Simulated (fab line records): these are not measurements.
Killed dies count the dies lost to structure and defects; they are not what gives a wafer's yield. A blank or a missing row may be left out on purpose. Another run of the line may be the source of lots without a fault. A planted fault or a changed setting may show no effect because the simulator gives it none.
Which of the tools did it? || flow berkeley_cmos170 || at 1 step of a route of 331, 15 lots with 45 wafers sampled

== WHAT EACH GAUGE READ, for each wafer ==
Not one reading of a measure or inspect step in the record can be checked against a usual standard deviation.

== WHICH TOOL RAN EACH LOT (tool, then ch and the chambers of the sampled wafers, then the start) ==
{"lot": "L865", "UCB170_NSD_SOFTBAKE_02": "litho_track-02 ch 0, day 6 09:35"}
{"lot": "L864", "UCB170_NSD_SOFTBAKE_02": "litho_track-04 ch 0, day 6 09:44"}
{"lot": "L866", "UCB170_NSD_SOFTBAKE_02": "litho_track-04 ch 0, day 6 16:07"}
{"lot": "L867", "UCB170_NSD_SOFTBAKE_02": "litho_track-03 ch 0, day 7 03:18"}
{"lot": "L870", "UCB170_NSD_SOFTBAKE_02": "litho_track-04 ch 0, day 7 19:20"}
{"lot": "L871", "UCB170_NSD_SOFTBAKE_02": "litho_track-03 ch 0, day 8 08:05"}
{"lot": "L873", "UCB170_NSD_SOFTBAKE_02": "litho_track-04 ch 0, day 8 08:07"}
{"lot": "L874", "UCB170_NSD_SOFTBAKE_02": "litho_track-03 ch 0, day 8 08:29"}
{"lot": "L875", "UCB170_NSD_SOFTBAKE_02": "litho_track-03 ch 0, day 9 01:20"}
{"lot": "L877", "UCB170_NSD_SOFTBAKE_02": "litho_track-02 ch 0, day 9 11:20"}
{"lot": "L878", "UCB170_NSD_SOFTBAKE_02": "litho_track-02 ch 0, day 9 19:17"}
{"lot": "L880", "UCB170_NSD_SOFTBAKE_02": "litho_track-04 ch 0, day 9 19:18"}
{"lot": "L881", "UCB170_NSD_SOFTBAKE_02": "litho_track-04 ch 0, day 10 00:37"}
{"lot": "L882", "UCB170_NSD_SOFTBAKE_02": "litho_track-04 ch 0, day 10 13:35"}
{"lot": "L885", "UCB170_NSD_SOFTBAKE_02": "litho_track-02 ch 0, day 11 02:46"}
- UCB170_NSD_SOFTBAKE_02: time 60 s.

== AS READ BY THE TOOLS THEMSELVES (means over the sampled wafers that have a number; for cases with no such wafer, the mark the record gives instead) ==
UCB170_NSD_SOFTBAKE_02. Usual: chill_plate_temp_C 23.02 C, standard deviation 0.1; heater_power_total_W 56.80 W, standard deviation 0.044; run_length_s 89.15 s, standard deviation 0.13.
{"lot": "L865", "tool": "litho_track-02", "chill_plate_temp_C (C)": 22.96, "heater_power_total_W (W)": 56.77, "run_length_s (s)": 89.18, "flag": ""}
{"lot": "L864", "tool": "litho_track-04", "chill_plate_temp_C (C)": 22.99, "heater_power_total_W (W)": 56.77, "run_length_s (s)": 89.00, "flag": ""}
{"lot": "L866", "tool": "litho_track-04", "chill_plate_temp_C (C)": 23.09, "heater_power_total_W (W)": 56.85, "run_length_s (s)": 89.10, "flag": ""}
{"lot": "L867", "tool": "litho_track-03", "chill_plate_temp_C (C)": 22.90, "heater_power_total_W (W)": 56.77, "run_length_s (s)": 89.09, "flag": ""}
{"lot": "L870", "tool": "litho_track-04", "chill_plate_temp_C (C)": 23.11, "heater_power_total_W (W)": 56.81, "run_length_s (s)": 89.08, "flag": ""}
{"lot": "L871", "tool": "litho_track-03", "chill_plate_temp_C (C)": 23.02, "heater_power_total_W (W)": 59.27, "run_length_s (s)": 80.76, "flag": "OFF"}
{"lot": "L873", "tool": "litho_track-04", "chill_plate_temp_C (C)": 23.07, "heater_power_total_W (W)": 56.82, "run_length_s (s)": 89.02, "flag": ""}
{"lot": "L874", "tool": "litho_track-03", "chill_plate_temp_C (C)": 22.98, "heater_power_total_W (W)": 59.25, "run_length_s (s)": 80.93, "flag": "OFF"}
{"lot": "L875", "tool": "litho_track-03", "chill_plate_temp_C (C)": 23.10, "heater_power_total_W (W)": 59.22, "run_length_s (s)": 81.02, "flag": "OFF"}
{"lot": "L877", "tool": "litho_track-02", "chill_plate_temp_C (C)": 23.07, "heater_power_total_W (W)": 56.78, "run_length_s (s)": 89.25, "flag": ""}
{"lot": "L878", "tool": "litho_track-02", "chill_plate_temp_C (C)": 23.11, "heater_power_total_W (W)": 56.80, "run_length_s (s)": 89.37, "flag": ""}
{"lot": "L880", "tool": "litho_track-04", "chill_plate_temp_C (C)": 22.96, "heater_power_total_W (W)": 56.83, "run_length_s (s)": 89.07, "flag": ""}
{"lot": "L881", "tool": "litho_track-04", "chill_plate_temp_C (C)": 22.82, "heater_power_total_W (W)": 56.79, "run_length_s (s)": 89.03, "flag": ""}
{"lot": "L882", "tool": "litho_track-04", "chill_plate_temp_C (C)": 22.96, "heater_power_total_W (W)": 56.77, "run_length_s (s)": 89.22, "flag": ""}
{"lot": "L885", "tool": "litho_track-02", "chill_plate_temp_C (C)": 23.06, "heater_power_total_W (W)": 56.84, "run_length_s (s)": 89.29, "flag": ""}

== THE ANSWER, worked out from the rows above alone ==
Rule: a lot counts as off when the mean over its wafers that have a number is more than 3 standard deviations away from the usual mean. A lot without any number at a reading at which 4 lots or more have one is off too. Where the step has rows for the other lots, those lots are counted as sound. Order of review: gauges by route order, followed by the tools' own readings, for which a lot's mean as printed above is used. At the first step where some lot is off, the reading lying furthest off is the one used; lots without a number count as furthest.
Off: L871, L874, L875 (UCB170_NSD_SOFTBAKE_02, run_length_s).
A tool fits if, at that step or a process step before it, it ran every lot that is off, and no sound lot after the first of them. One fits: UCB170_NSD_SOFTBAKE_02 on litho_track-03. Its last sound lot is L867 (day 7 03:18), its first lot that is off L871 (day 8 08:05): a fault that began between those two fits.
The tool's own readings at UCB170_NSD_SOFTBAKE_02 bear it out: on the lots that are off they differ by more than 5 times the standard deviation of the sound lots' means. heater_power_total_W reads 59.25 W there against 56.80 W on the sound lots; run_length_s reads 80.90 s there against 89.14 s on the sound lots.

== WHAT THE SIMULATOR HAD INSERTED ==
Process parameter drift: litho_track-03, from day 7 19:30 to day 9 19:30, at UCB170_NSD_SOFTBAKE_02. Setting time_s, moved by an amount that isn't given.
Shown lots that were struck: L871, L874, L875. The rule given above showed the same thing.
